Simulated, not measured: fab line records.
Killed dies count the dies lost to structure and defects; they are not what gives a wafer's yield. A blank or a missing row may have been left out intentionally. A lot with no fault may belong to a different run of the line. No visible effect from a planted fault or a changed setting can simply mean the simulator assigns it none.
Which tool is to blame? / flow rit cmos / 42 wafers from 14 lots sampled at 2 of the route's 202 steps

== WHAT THE GAUGES READ, wafer by wafer ==
RIT_PSD_TW_MEAS_10. Usual: PSD_TW gives 3458 (standard deviation 37).
lot=L786; measured=day 3 07:11; on=film metro-02; PSD_TW=3473 3488 3468; flag=
lot=L789; measured=day 3 20:17; on=film metro-01; PSD_TW=3482 3473 3486; flag=
lot=L790; measured=day 4 02:17; on=film metro-01; PSD_TW=3472 3485 3492; flag=
lot=L791; measured=day 4 06:51; on=film metro-02; PSD_TW=3480 3462 3474; flag=
lot=L793; measured=day 4 13:28; on=film metro-01; PSD_TW=3510 3504 3512; flag=
lot=L796; measured=day 5 05:06; on=film metro-01; PSD_TW=3490 3476 3479; flag=
lot=L798; measured=day 5 14:24; on=film metro-02; PSD_TW=3472 3458 3461; flag=
lot=L799; measured=day 5 23:39; on=film metro-02; PSD_TW=3453 3461 3460; flag=
lot=L800; measured=day 6 01:52; on=film metro-03; PSD_TW=3400 3392 3388; flag=
lot=L801; measured=day 6 09:05; on=film metro-01; PSD_TW=3485 3471 3462; flag=
lot=L802; measured=day 6 11:17; on=film metro-01; PSD_TW=3458 3453 3468; flag=
lot=L803; measured=day 6 18:43; on=film metro-01; PSD_TW=3480 3489 3481; flag=
lot=L804; measured=day 6 22:26; on=film metro-02; PSD_TW=3434 3455 3455; flag=
lot=L807; measured=day 7 13:13; on=film metro-01; PSD_TW=3498 3488 3498; flag=

== TOOL THAT RAN EACH LOT (tool first, then ch and the chambers of the sampled wafers, then the start) ==
lot=L786; RIT_SPACER_ETCHBACK_05=rie diel-04 ch 1,2,3, day 3 04:07
lot=L789; RIT_SPACER_ETCHBACK_05=rie diel-02 ch 1,3, day 3 17:00
lot=L790; RIT_SPACER_ETCHBACK_05=rie diel-02 ch 1,2, day 3 23:14
lot=L791; RIT_SPACER_ETCHBACK_05=rie diel-02 ch 0,3, day 4 03:36
lot=L793; RIT_SPACER_ETCHBACK_05=rie diel-02 ch 1,2, day 4 10:32
lot=L796; RIT_SPACER_ETCHBACK_05=rie diel-02 ch 0,3, day 5 02:10
lot=L798; RIT_SPACER_ETCHBACK_05=rie diel-02 ch 0,2,3, day 5 11:28
lot=L799; RIT_SPACER_ETCHBACK_05=rie diel-02 ch 0,1,3, day 5 20:34
lot=L800; RIT_SPACER_ETCHBACK_05=rie diel-04 ch 1,3, day 5 22:47
lot=L801; RIT_SPACER_ETCHBACK_05=rie diel-03 ch 0,3, day 6 05:53
lot=L802; RIT_SPACER_ETCHBACK_05=rie diel-02 ch 1,2,3, day 6 08:01
lot=L803; RIT_SPACER_ETCHBACK_05=rie diel-03 ch 0,1,2, day 6 15:46
lot=L804; RIT_SPACER_ETCHBACK_05=rie diel-02 ch 1,2,3, day 6 19:19
lot=L807; RIT_SPACER_ETCHBACK_05=rie diel-03 ch 0,2,3, day 7 09:51
- RIT_SPACER_ETCHBACK_05: etches Si3N4 in SF6/CHF3, stops on SiO2, target depth 250 nm, time 240 s.

== AS READ BY THE TOOLS THEMSELVES (means over the sampled wafers that have a number; for cases with no such wafer, the mark the record gives instead) ==
RIT_SPACER_ETCHBACK_05. Usual: drypump motor current A 5.8 A, standard deviation 0.47; oes product au 0.843 a.u., standard deviation 0.013; throttle valve pct 10.24 %, standard deviation 0.14.
lot=L786; tool=rie diel-04; drypump motor current A (A)=5.7; oes product au (a.u.)=0.843; throttle valve pct (%)=10.41; flag=
lot=L789; tool=rie diel-02; drypump motor current A (A)=6.3; oes product au (a.u.)=0.845; throttle valve pct (%)=10.18; flag=
lot=L790; tool=rie diel-02; drypump motor current A (A)=6.2; oes product au (a.u.)=0.847; throttle valve pct (%)=10.13; flag=
lot=L791; tool=rie diel-02; drypump motor current A (A)=5.9; oes product au (a.u.)=0.841; throttle valve pct (%)=10.29; flag=
lot=L793; tool=rie diel-02; drypump motor current A (A)=5.9; oes product au (a.u.)=0.851; throttle valve pct (%)=10.14; flag=
lot=L796; tool=rie diel-02; drypump motor current A (A)=5.9; oes product au (a.u.)=0.846; throttle valve pct (%)=10.30; flag=
lot=L798; tool=rie diel-02; drypump motor current A (A)=5.8; oes product au (a.u.)=0.842; throttle valve pct (%)=10.24; flag=
lot=L799; tool=rie diel-02; drypump motor current A (A)=6.1; oes product au (a.u.)=0.836; throttle valve pct (%)=10.24; flag=
lot=L800; tool=rie diel-04; drypump motor current A (A)=6.0; oes product au (a.u.)=0.829; throttle valve pct (%)=10.42; flag=
lot=L801; tool=rie diel-03; drypump motor current A (A)=6.0; oes product au (a.u.)=0.846; throttle valve pct (%)=10.15; flag=
lot=L802; tool=rie diel-02; drypump motor current A (A)=6.0; oes product au (a.u.)=0.846; throttle valve pct (%)=10.18; flag=
lot=L803; tool=rie diel-03; drypump motor current A (A)=5.8; oes product au (a.u.)=0.831; throttle valve pct (%)=10.11; flag=
lot=L804; tool=rie diel-02; drypump motor current A (A)=6.0; oes product au (a.u.)=0.851; throttle valve pct (%)=10.19; flag=
lot=L807; tool=rie diel-03; drypump motor current A (A)=6.2; oes product au (a.u.)=0.837; throttle valve pct (%)=10.19; flag=

== THE ANSWER, worked out from the rows above alone ==
Rule: a lot counts as off when the mean over its wafers that have a number is more than 3 standard deviations away from the usual mean. A lot without any number at a reading at which 4 lots or more have one is off too. Where the step has rows for the other lots, those lots are counted as sound. After the gauges, taken in route order, come the tools' own readings; for these a lot's mean is taken, as printed above. The first step at which some lot is off is used, and at that step the reading that is off furthest; a lot without a number counts as furthest.
No lot is off at any reading shown: from this, nothing can be told.

== WHAT WAS PUT IN BY THE SIMULATOR ==
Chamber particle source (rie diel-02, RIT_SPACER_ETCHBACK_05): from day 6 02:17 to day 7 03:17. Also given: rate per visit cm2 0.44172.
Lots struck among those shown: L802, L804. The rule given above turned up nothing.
